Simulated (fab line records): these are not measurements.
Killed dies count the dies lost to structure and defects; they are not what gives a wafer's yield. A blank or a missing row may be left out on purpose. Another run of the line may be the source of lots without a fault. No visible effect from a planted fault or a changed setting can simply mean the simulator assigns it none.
fab line records | flow berkeleyCmos170 | part 2 of 2: steps 24 to 32 of 32
record: lots: 5 | wafers: 15 | lastDay: 12
route steps=331 shown M2@284 V2@292 M3@309
lots untouched by any fault: they come from a run of this same line in which no faults occurred
startH: the number of hours between the record's first day and the start of the first shown wafer of the lot | waitH: how many hours have passed since the lot's step before this one | " unchanged from the row above | L1.1+2: one row covering several wafers at once | - value missing, or start not given | * or withheld: withheld | < > ~ a bound
route shown NAME@n: names a module that has steps shown in the file, with the first one's number in the route | usual: mean/standard deviation taken from wafers without a fault | same: alike in all rows | chamber/n: place in a boat | sites: per-site readings | _std_site: standard deviation across them | _edge_site: the outer-site mean with the inner-site mean subtracted | radiusMm: how far each site lies from the wafer's centre | mask NAME#n: copy n | behind: the last tool/chamber to shape the wafer | hold: reason for holding the lot/hours on hold/outcome of the hold | device: which transistor (n, p or np) failed to switch | end of line: at the end of the route, the tests of the same wafers | where a step has no rows: the recipe by itself | killed: count of dies lost to structure and defects at first sort (not the wafer's yield) | map: a wafer's dies, x killed, . not, _ none there
set.NAME: the setting as run; set.NAME@STEP: as run at that earlier step | model.NAME: the simulator's own value behind a step, which no gauge read
certain route steps with their lots: each step a table, each wafer a row
services: a tool's chamber out of use, with start hour (startH, from the record's first day; less than 0 if before it), hours out, and reason
== steps ==
step: UCB170_V2_STRIP_15
recipe: chemistry: O2 | powerW: 400 | pressureMtorr: 3500 | platenTempC: withheld | o2FlowSccm: 400 | overashFraction: 0.5
usual: chamberPressureMTorr: 3500/3 | drypumpMotorCurrentA: 5.9/0.38 | oesProductAu: 0.722/0.0043 | stripTimeToEndpointS: 15.33/0.11
lot.wafer | tool           | chamber | startH | waitH | chamberPressureMTorr | drypumpMotorCurrentA | oesProductAu | rfHoursCounterH | stripTimeToEndpointS
L084.1    | plasmaAsher-03 | 0       | 215.18 | 0.1   | 3500                 | 6.1                  | 0.725        | 42              | 15.26
L084.5    | "              | 1       | "      | "     | 3496                 | 6.0                  | 0.722        | -               | 15.24
L084.6    | "              | 0       | "      | "     | 3500                 | 6.1                  | 0.728        | -               | 15.32
L085.3    | plasmaAsher-01 | 1       | 223.45 | 0.1   | 3497                 | 5.6                  | 0.723        | -               | 15.12
L085.4    | "              | 0       | "      | "     | 3503                 | 5.4                  | 0.710        | -               | 15.24
L085.5    | "              | 1       | "      | "     | 3498                 | 5.7                  | 0.722        | -               | 15.16
L090.4    | plasmaAsher-01 | 1       | 234.27 | 0.1   | 3502                 | 5.6                  | 0.722        | -               | 15.28
L090.5    | "              | 0       | "      | "     | 3498                 | 5.5                  | 0.724        | -               | 15.45
L090.6    | "              | 1       | "      | "     | 3502                 | 5.6                  | 0.719        | -               | 15.39
L091.1    | plasmaAsher-01 | 1       | 255.33 | 0.1   | 3500                 | 5.7                  | 0.721        | 56              | 15.36
L091.3    | "              | 1       | "      | "     | 3499                 | 5.6                  | 0.728        | -               | 15.49
L091.5    | "              | 0       | "      | "     | 3498                 | 5.5                  | 0.719        | -               | 15.45
L093.1    | plasmaAsher-01 | 0       | 278.16 | 0.1   | 3497                 | 5.5                  | 0.724        | 58              | 15.51
L093.3    | "              | 1       | "      | "     | 3502                 | 5.6                  | 0.725        | -               | 15.53
L093.6    | "              | 1       | "      | "     | 3502                 | 5.6                  | 0.723        | -               | 15.51
step: UCB170_V2_CD_MEAS_90
recipe: targetCdNm: 700
usual: cdNm: 699.6/1.4
lot.wafer | tool     | chamber | startH | waitH | cdNm
L084.1    | cdSem-02 | -       | 215.28 | 0.1   | 698.8
L084.5    | "        | -       | "      | "     | 699.2
L084.6    | "        | -       | "      | "     | 697.6
L085.3    | cdSem-01 | -       | 223.56 | 0.1   | 699.5
L085.4    | "        | -       | "      | "     | 699.6
L085.5    | "        | -       | "      | "     | 697.4
L090.4    | cdSem-01 | -       | 234.40 | 0.1   | 698.4
L090.5    | "        | -       | "      | "     | 698.0
L090.6    | "        | -       | "      | "     | 697.6
L091.1    | cdSem-02 | -       | 255.43 | 0.1   | 697.3
L091.3    | "        | -       | "      | "     | 698.7
L091.5    | "        | -       | "      | "     | 696.9
L093.1    | cdSem-01 | -       | 278.26 | 0.1   | 699.3
L093.3    | "        | -       | "      | "     | 698.8
L093.6    | "        | -       | "      | "     | 697.7
step: UCB170_M3_PRE_CLEAN_00
recipe: gas: Ar | precleanEtchTimeS: 60
lot.wafer  | tool          | chamber | startH | waitH
L084.1+5+6 | pvdSputter-03 | -       | 215.40 | 0.1
L085.3+4+5 | pvdSputter-04 | -       | 223.64 | 0.1
L090.4+5+6 | pvdSputter-04 | -       | 234.46 | 0.0
L091.1+3+5 | pvdSputter-01 | -       | 255.55 | 0.1
L093.1+3+6 | pvdSputter-03 | -       | 278.38 | 0.1
step: UCB170_M3_SPUTTER_01
recipe: material: Al | targetThkNm: 900 | timeS: 120 | powerW: 6000 | chamberPressurePa: 0.5
usual: throttleValvePct: 30.9/0.81
same: timeS: 120
lot.wafer | tool          | chamber | startH | waitH | throttleValvePct
L084.1    | pvdSputter-03 | -       | 215.47 | 0.0   | 30.3
L084.5    | "             | -       | "      | "     | 31.8
L084.6    | "             | -       | "      | "     | 30.3
L085.3    | pvdSputter-04 | -       | 223.71 | 0.0   | 30.2
L085.4    | "             | -       | "      | "     | 30.8
L085.5    | "             | -       | "      | "     | 30.7
L090.4    | pvdSputter-04 | -       | 234.53 | 0.0   | 30.8
L090.5    | "             | -       | "      | "     | 30.7
L090.6    | "             | -       | "      | "     | 29.9
L091.1    | pvdSputter-01 | -       | 255.62 | 0.0   | 31.4
L091.3    | "             | -       | "      | "     | 32.6
L091.5    | "             | -       | "      | "     | 31.5
L093.1    | pvdSputter-03 | -       | 278.45 | 0.0   | 30.3
L093.3    | "             | -       | "      | "     | 31.8
L093.6    | "             | -       | "      | "     | 30.3
step: UCB170_M3_RS_MEAS_02
recipe: thkMeasGauge: four-point-probe | reads: Al_of_M3_SPUTTER_01
usual: M3_AL_RS: 0.0323/0.00044
lot.wafer | tool         | chamber | startH | waitH | M3_AL_RS[ohm/sq]
L084.1    | filmMetro-03 | -       | 215.55 | 0.0   | 0.0318
L084.5    | "            | -       | "      | "     | 0.0319
L084.6    | "            | -       | "      | "     | 0.0317
L085.3    | filmMetro-04 | -       | 223.83 | 0.1   | 0.0319
L085.4    | "            | -       | "      | "     | 0.0318
L085.5    | "            | -       | "      | "     | 0.0317
L090.4    | filmMetro-04 | -       | 234.67 | 0.1   | 0.0321
L090.5    | "            | -       | "      | "     | 0.0322
L090.6    | "            | -       | "      | "     | 0.0322
L091.1    | filmMetro-01 | -       | 255.70 | 0.0   | 0.0327
L091.3    | "            | -       | "      | "     | 0.0328
L091.5    | "            | -       | "      | "     | 0.0326
L093.1    | filmMetro-03 | -       | 278.53 | 0.0   | 0.0321
L093.3    | "            | -       | "      | "     | 0.0322
L093.6    | "            | -       | "      | "     | 0.0320
step: UCB170_M3_THK_MEAS_03
recipe: thkMeasGauge: xrf | reads: Al_of_M3_SPUTTER_01
usual: M3_AL_THK: 880/12
lot.wafer | tool         | chamber | startH | waitH | M3_AL_THK[nm]
L084.1    | filmMetro-03 | -       | 215.67 | 0.1   | 894
L084.5    | "            | -       | "      | "     | 888
L084.6    | "            | -       | "      | "     | 893
L085.3    | filmMetro-04 | -       | 223.93 | 0.1   | 886
L085.4    | "            | -       | "      | "     | 895
L085.5    | "            | -       | "      | "     | 894
L090.4    | filmMetro-04 | -       | 234.76 | 0.1   | 889
L090.5    | "            | -       | "      | "     | 883
L090.6    | "            | -       | "      | "     | 888
L091.1    | filmMetro-01 | -       | 255.82 | 0.1   | 868
L091.3    | "            | -       | "      | "     | 869
L091.5    | "            | -       | "      | "     | 871
L093.1    | filmMetro-03 | -       | 278.65 | 0.1   | 890
L093.3    | "            | -       | "      | "     | 882
L093.6    | "            | -       | "      | "     | 896
step: UCB170_M3_HMDS_04
recipe: primeTimeS: 60 | primeTempC: 100
usual: resistLineTempC: 23.01/0.1
same: primeTimeS: 60
lot.wafer | tool          | chamber | startH | waitH | resistLineTempC
L084.1    | lithoTrack-01 | 0       | 216.05 | 0.4   | 22.92
L084.5    | "             | 0       | "      | "     | 22.90
L084.6    | "             | 0       | "      | "     | 23.09
L085.3    | lithoTrack-01 | 0       | 224.02 | 0.1   | 23.04
L085.4    | "             | 0       | "      | "     | 23.02
L085.5    | "             | 0       | "      | "     | 23.08
L090.4    | lithoTrack-03 | 0       | 234.86 | 0.1   | 22.94
L090.5    | "             | 0       | "      | "     | 23.03
L090.6    | "             | 0       | "      | "     | 23.06
L091.1    | lithoTrack-04 | 0       | 255.93 | 0.1   | 22.96
L091.3    | "             | 0       | "      | "     | 22.99
L091.5    | "             | 0       | "      | "     | 23.06
L093.1    | lithoTrack-03 | 0       | 278.72 | 0.1   | 23.06
L093.3    | "             | 0       | "      | "     | 23.09
L093.6    | "             | 0       | "      | "     | 23.00
step: UCB170_M3_COAT_05
recipe: resist: KrF | spinRpm: 1500 | resistThkNm: 900
usual: resistLineTempC: 23.03/0.11
lot.wafer | tool          | chamber | startH | waitH | resistLineTempC
L084.1    | lithoTrack-01 | 0       | 216.20 | 0.1   | 23.23
L084.5    | "             | 0       | "      | "     | 23.28
L084.6    | "             | 0       | "      | "     | 22.96
L085.3    | lithoTrack-01 | 0       | 224.17 | 0.1   | 23.14
L085.4    | "             | 0       | "      | "     | 22.89
L085.5    | "             | 0       | "      | "     | 22.93
L090.4    | lithoTrack-03 | 0       | 235.01 | 0.1   | 23.02
L090.5    | "             | 0       | "      | "     | 23.09
L090.6    | "             | 0       | "      | "     | 22.96
L091.1    | lithoTrack-04 | 0       | 256.08 | 0.1   | 22.86
L091.3    | "             | 0       | "      | "     | 22.91
L091.5    | "             | 0       | "      | "     | 22.89
L093.1    | lithoTrack-03 | 0       | 278.87 | 0.1   | 22.91
L093.3    | "             | 0       | "      | "     | 23.04
L093.6    | "             | 0       | "      | "     | 22.98
step: UCB170_M3_SOFTBAKE_06
recipe: resist: KrF | tempC: 130 | timeS: 60
usual: plateTempC: 129.99/0.14 | resistLineTempC: 23.03/0.11
same: timeS: 60
lot.wafer | tool          | chamber | startH | waitH | plateTempC | resistLineTempC
L084.1    | lithoTrack-01 | 0       | 216.35 | 0.1   | 129.83     | 23.02
L084.5    | "             | 0       | "      | "     | 129.79     | 23.06
L084.6    | "             | 0       | "      | "     | 129.88     | 22.87
L085.3    | lithoTrack-01 | 0       | 224.32 | 0.1   | 130.07     | 22.99
L085.4    | "             | 0       | "      | "     | 130.09     | 23.17
L085.5    | "             | 0       | "      | "     | 129.96     | 23.01
L090.4    | lithoTrack-03 | 0       | 235.16 | 0.1   | 129.85     | 22.89
L090.5    | "             | 0       | "      | "     | 129.81     | 22.95
L090.6    | "             | 0       | "      | "     | 129.70     | 22.88
L091.1    | lithoTrack-04 | 0       | 256.23 | 0.1   | 129.68     | 23.26
L091.3    | "             | 0       | "      | "     | 129.98     | 23.19
L091.5    | "             | 0       | "      | "     | 129.88     | 23.31
L093.1    | lithoTrack-03 | 0       | 279.02 | 0.1   | 130.13     | 23.13
L093.3    | "             | 0       | "      | "     | 130.16     | 23.22
L093.6    | "             | 0       | "      | "     | 130.07     | 23.11
== services ==
tool           | chamber | startH | hours | kind
wetBench-01    | -       | 191.91 | 3.8   | repair
rieDiel-02     | -       | 195.16 | 12.4  | repair
pvdSputter-04  | -       | 195.25 | 1.9   | repair
rieDiel-03     | -       | 199.77 | 1.8   | repair
pvdSputter-04  | 3       | 204.91 | -     | consumableReplace:kit
pvdSputter-04  | 3       | 204.91 | 18.0  | scheduledDown
krfScanner-01  | -       | 208.01 | 4.4   | pm
rieDiel-03     | 3       | 216.75 | 13.6  | repair
rieDiel-04     | 0       | 218.78 | 1.7   | repair
pecvd-04       | -       | 221.64 | 6.5   | repair
pecvd-03       | -       | 229.89 | 0.3   | repair
cmp-01         | -       | 232.14 | 4.0   | pm
krfScanner-01  | -       | 234.60 | 0.8   | pm
rieMetal-03    | -       | 235.58 | 0.1   | repair
rieDiel-01     | -       | 235.87 | 0.1   | repair
plasmaAsher-03 | -       | 242.82 | 0.3   | repair
rieDiel-04     | 0       | 246.34 | 4.7   | repair
rieDiel-02     | 1       | 248.99 | 2.8   | repair
pvdSputter-03  | -       | 254.72 | 1.5   | repair
pvdSputter-04  | -       | 255.07 | 1.0   | repair
krfScanner-01  | -       | 257.03 | 0.1   | repair
krfScanner-01  | -       | 266.47 | 0.8   | pm
rieDiel-02     | 2       | 267.63 | 2.7   | repair
pvdSputter-04  | -       | 275.53 | 3.1   | repair
